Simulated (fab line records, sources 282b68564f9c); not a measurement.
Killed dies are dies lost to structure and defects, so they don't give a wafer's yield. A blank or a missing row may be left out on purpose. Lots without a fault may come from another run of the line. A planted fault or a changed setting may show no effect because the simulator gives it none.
Split-lot experiment | flow rit_cmos | 5 lots, 23 wafers read, on a route of 202 steps

THE SPLIT
At RIT_PLDD_COAT_01 (resist thk 1000 nm), the setting resist_thk_nm was moved away from the recipe's 1000 nm on 10 of the 23 wafers read, by -4.9% to +4.9%. The other wafers ran this setting at the recipe's value.

FROM THE SPLIT TO THE READING: what the file shows between them, 1 step
- RIT_PLDD_DEVELOP_05: develop time 50 s (also split here: develop_time_s)

THE READING
NOVOLAK_of_PLDD_COAT_01.thk_nm (the simulator's own value, which no gauge read), in nm, at RIT_PLDD_HARDBAKE_07 (time 60 s). The file gives no usual value for it. The 13 wafers here that ran the recipe average 884.1 nm, standard deviation 2.2 nm.

wafer  | tool, chamber at the split | resist_thk_nm as run, nm | against the recipe | NOVOLAK_of_PLDD_COAT_01.thk_nm, nm | against lot-mates on the recipe
L074.2 | litho_track-02, 0          | 1000                     | recipe             | 880.2                              | -
L074.3 | litho_track-02, 0          | 1049                     | +4.9%              | 927.6                              | +46.6
L074.4 | litho_track-02, 0          | 1000                     | recipe             | 880.8                              | -
L074.5 | litho_track-02, 0          | 1000                     | recipe             | 882                                | -
L074.6 | litho_track-02, 0          | 1049                     | +4.9%              | 925.7                              | +44.7
L075.2 | litho_track-04, 0          | 1028                     | +2.8%              | 913                                | +28.4
L075.3 | litho_track-04, 0          | 1000                     | recipe             | 884.5                              | -
L075.4 | litho_track-04, 0          | 1000                     | recipe             | 884.9                              | -
L075.5 | litho_track-04, 0          | 1000                     | recipe             | 884.3                              | -
L075.6 | litho_track-04, 0          | 1028                     | +2.8%              | 914.1                              | +29.5
L080.1 | litho_track-02, 0          | 1037                     | +3.7%              | 917.9                              | +35.3
L080.3 | litho_track-02, 0          | 1000                     | recipe             | 882.8                              | -
L080.4 | litho_track-02, 0          | 1000                     | recipe             | 882.4                              | -
L080.5 | litho_track-02, 0          | 1037                     | +3.7%              | 914.5                              | +31.9
L080.6 | litho_track-02, 0          | 1037                     | +3.7%              | 915.4                              | +32.8
L081.1 | litho_track-02, 0          | 1000                     | recipe             | 885.9                              | -
L081.3 | litho_track-02, 0          | 1000                     | recipe             | 885.4                              | -
L081.6 | litho_track-02, 0          | 1000                     | recipe             | 886.9                              | -
L083.1 | litho_track-02, 0          | 1000                     | recipe             | 885.5                              | -
L083.3 | litho_track-02, 0          | 1000                     | recipe             | 887.9                              | -
L083.4 | litho_track-02, 0          | 951.3                    | -4.9%              | 842.9                              | -43.8
L083.5 | litho_track-02, 0          | 951.3                    | -4.9%              | 844.2                              | -42.5
L083.6 | litho_track-02, 0          | 951.3                    | -4.9%              | 842                                | -44.7

THE FIT
A straight line over all 23 wafers: NOVOLAK_of_PLDD_COAT_01.thk_nm changes by +8.69 nm for each +1% of resist_thk_nm; r = +1.00; the points scatter about the line by 2.4 nm.
The same after taking each lot's own level away (the mean of its wafers on the recipe; 23 wafers): +9.17 nm for each +1%; r = +1.00; scatter 1.4 nm.
On that fit, the largest move of resist_thk_nm shifts the reading by 45 nm.
The lots' own levels span 881.00 to 886.70 nm, that is 2.5 times the standard deviation above.
So the lot-to-lot level changes the slope little: the two slopes agree.
Check: with one of the wafers moved furthest among these (+4.9%) left out of the fit, the line predicts +45.1 nm for it against its lot-mates. It came out at +46.6 nm against them.

OTHER SPLITS ON THESE WAFERS
These wafers also went through other splits before the reading. Each is held against what the fit with the lots' levels taken away leaves over:
other split on the same wafers       | wafers away from the commonest value | r with NOVOLAK_of_PLDD_COAT_01.thk_nm (lot level and that fit taken away)
RIT_ACTIVE_CVD_03 temp_c             | 15                                   | +0.08
RIT_ACTIVE_DEVELOP_10 develop_time_s | 8                                    | -0.16
RIT_FOX2_OXIDATION_00 ox_time_s      | 15                                   | -0.13
RIT_PWELL_COAT_01 spin_rpm           | 4                                    | +0.00
RIT_PRETRO_IMPLANT_08 energy_kev     | 7                                    | -0.22
RIT_GATE_CVD_08 pressure_mtorr       | 18                                   | +0.11
RIT_GATE_COAT_11 resist_thk_nm       | 7                                    | +0.35
RIT_GATE_DEVELOP_15 develop_time_s   | 11                                   | -0.19
RIT_PLDD_DEVELOP_05 develop_time_s   | 8                                    | -0.26

THE WHOLE CHAIN: every reading that the file lists as answering this split, in the file's order
step                 | what it does       | reading                                                                         | change (the file's fit)              | r (the file's)
RIT_PLDD_COAT_01     | resist thk 1000 nm | NOVOLAK_of_PLDD_COAT_01.thk_nm (the simulator's own value, which no gauge read) | +10.6 nm for each +1% of the setting | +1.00
RIT_PLDD_HARDBAKE_07 | time 60 s          | NOVOLAK_of_PLDD_COAT_01.thk_nm (the simulator's own value, which no gauge read) | +9.26 nm for each +1% of the setting | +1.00

THE FILE'S OWN FIT
NOVOLAK_of_PLDD_COAT_01.thk_nm changes by +9.26 nm for each +1% of resist_thk_nm, r = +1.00.
